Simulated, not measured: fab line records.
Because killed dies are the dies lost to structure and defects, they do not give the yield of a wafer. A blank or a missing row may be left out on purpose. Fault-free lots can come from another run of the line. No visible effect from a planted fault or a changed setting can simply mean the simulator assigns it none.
Lot-split experiment :: flow berkeley_cmos170 :: on a route of 331 steps: 5 lots, 23 wafers read

== ON THE SPLIT ==
At UCB170_WELLDRIVE_OXIDATION_01 (target thk 199 nm, ox time 9000 s), the setting temp_c was moved away from the recipe's 1100 C on 15 of the 23 wafers read, by -1.4% to -0.9%. All remaining wafers had this setting at the recipe value.

The reading comes from the split's own step.

== THE READING ==
SiO2_of_WELLDRIVE_OXIDATION_01.thk_nm (the simulator's own value, which no gauge read), in nm, at UCB170_WELLDRIVE_OXIDATION_01 (target thk 199 nm, ox time 9000 s). There is no usual value for it anywhere in the file. Here, 8 wafers ran the recipe; their average is 204.5 nm with a standard deviation of 3.8 nm.

wafer: L074.1
tool, chamber at the split: -, -
temp_c as run, C: 1090
against the recipe: -0.9%
SiO2_of_WELLDRIVE_OXIDATION_01.thk_nm, nm: 183.3
against lot-mates on the recipe: no lot-mate on the recipe

wafer: L074.3
tool, chamber at the split: -, -
temp_c as run, C: 1090
against the recipe: -0.9%
SiO2_of_WELLDRIVE_OXIDATION_01.thk_nm, nm: 183.9
against lot-mates on the recipe: no lot-mate on the recipe

wafer: L074.4
tool, chamber at the split: -, -
temp_c as run, C: 1090
against the recipe: -0.9%
SiO2_of_WELLDRIVE_OXIDATION_01.thk_nm, nm: 182.8
against lot-mates on the recipe: no lot-mate on the recipe

wafer: L074.5
tool, chamber at the split: -, -
temp_c as run, C: 1090
against the recipe: -0.9%
SiO2_of_WELLDRIVE_OXIDATION_01.thk_nm, nm: 182.7
against lot-mates on the recipe: no lot-mate on the recipe

wafer: L074.6
tool, chamber at the split: -, -
temp_c as run, C: 1090
against the recipe: -0.9%
SiO2_of_WELLDRIVE_OXIDATION_01.thk_nm, nm: 181.5
against lot-mates on the recipe: no lot-mate on the recipe

wafer: L075.1
tool, chamber at the split: -, -
temp_c as run, C: 1085
against the recipe: -1.4%
SiO2_of_WELLDRIVE_OXIDATION_01.thk_nm, nm: 183.5
against lot-mates on the recipe: no lot-mate on the recipe

wafer: L075.4
tool, chamber at the split: -, -
temp_c as run, C: 1085
against the recipe: -1.4%
SiO2_of_WELLDRIVE_OXIDATION_01.thk_nm, nm: 183.5
against lot-mates on the recipe: no lot-mate on the recipe

wafer: L075.3
tool, chamber at the split: -, -
temp_c as run, C: 1085
against the recipe: -1.4%
SiO2_of_WELLDRIVE_OXIDATION_01.thk_nm, nm: 184.2
against lot-mates on the recipe: no lot-mate on the recipe

wafer: L075.5
tool, chamber at the split: -, -
temp_c as run, C: 1085
against the recipe: -1.4%
SiO2_of_WELLDRIVE_OXIDATION_01.thk_nm, nm: 182.4
against lot-mates on the recipe: no lot-mate on the recipe

wafer: L075.6
tool, chamber at the split: -, -
temp_c as run, C: 1085
against the recipe: -1.4%
SiO2_of_WELLDRIVE_OXIDATION_01.thk_nm, nm: 186.8
against lot-mates on the recipe: no lot-mate on the recipe

wafer: L076.2
tool, chamber at the split: -, -
temp_c as run, C: 1087
against the recipe: -1.2%
SiO2_of_WELLDRIVE_OXIDATION_01.thk_nm, nm: 181
against lot-mates on the recipe: no lot-mate on the recipe

wafer: L076.3
tool, chamber at the split: -, -
temp_c as run, C: 1087
against the recipe: -1.2%
SiO2_of_WELLDRIVE_OXIDATION_01.thk_nm, nm: 183.7
against lot-mates on the recipe: no lot-mate on the recipe

wafer: L076.4
tool, chamber at the split: -, -
temp_c as run, C: 1087
against the recipe: -1.2%
SiO2_of_WELLDRIVE_OXIDATION_01.thk_nm, nm: 180.3
against lot-mates on the recipe: no lot-mate on the recipe

wafer: L076.5
tool, chamber at the split: -, -
temp_c as run, C: 1087
against the recipe: -1.2%
SiO2_of_WELLDRIVE_OXIDATION_01.thk_nm, nm: 180.3
against lot-mates on the recipe: no lot-mate on the recipe

wafer: L076.6
tool, chamber at the split: -, -
temp_c as run, C: 1087
against the recipe: -1.2%
SiO2_of_WELLDRIVE_OXIDATION_01.thk_nm, nm: 180.5
against lot-mates on the recipe: no lot-mate on the recipe

wafer: L081.2
tool, chamber at the split: furnace-04, 0
temp_c as run, C: 1100
against the recipe: recipe
SiO2_of_WELLDRIVE_OXIDATION_01.thk_nm, nm: 201.6
against lot-mates on the recipe: -

wafer: L081.3
tool, chamber at the split: furnace-04, 0
temp_c as run, C: 1100
against the recipe: recipe
SiO2_of_WELLDRIVE_OXIDATION_01.thk_nm, nm: 197.7
against lot-mates on the recipe: -

wafer: L081.4
tool, chamber at the split: furnace-04, 0
temp_c as run, C: 1100
against the recipe: recipe
SiO2_of_WELLDRIVE_OXIDATION_01.thk_nm, nm: 200.2
against lot-mates on the recipe: -

wafer: L085.1
tool, chamber at the split: -, -
temp_c as run, C: 1100
against the recipe: recipe
SiO2_of_WELLDRIVE_OXIDATION_01.thk_nm, nm: 206.4
against lot-mates on the recipe: -

wafer: L085.2
tool, chamber at the split: -, -
temp_c as run, C: 1100
against the recipe: recipe
SiO2_of_WELLDRIVE_OXIDATION_01.thk_nm, nm: 208.3
against lot-mates on the recipe: -

wafer: L085.3
tool, chamber at the split: -, -
temp_c as run, C: 1100
against the recipe: recipe
SiO2_of_WELLDRIVE_OXIDATION_01.thk_nm, nm: 205.7
against lot-mates on the recipe: -

wafer: L085.4
tool, chamber at the split: -, -
temp_c as run, C: 1100
against the recipe: recipe
SiO2_of_WELLDRIVE_OXIDATION_01.thk_nm, nm: 208.6
against lot-mates on the recipe: -

wafer: L085.6
tool, chamber at the split: -, -
temp_c as run, C: 1100
against the recipe: recipe
SiO2_of_WELLDRIVE_OXIDATION_01.thk_nm, nm: 207.3
against lot-mates on the recipe: -

THE FIT
A straight line over all 23 wafers: SiO2_of_WELLDRIVE_OXIDATION_01.thk_nm changes by +17.4 nm for each +1% of temp_c; r = +0.93; the points scatter about the line by 4.2 nm.
Too few moved wafers have a lot-mate on the recipe to fit a line with each lot's own level taken away.

== THE FILE'S OWN FIT ==
SiO2_of_WELLDRIVE_OXIDATION_01.thk_nm changes by +17.4 nm for each +1% of temp_c, r = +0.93.
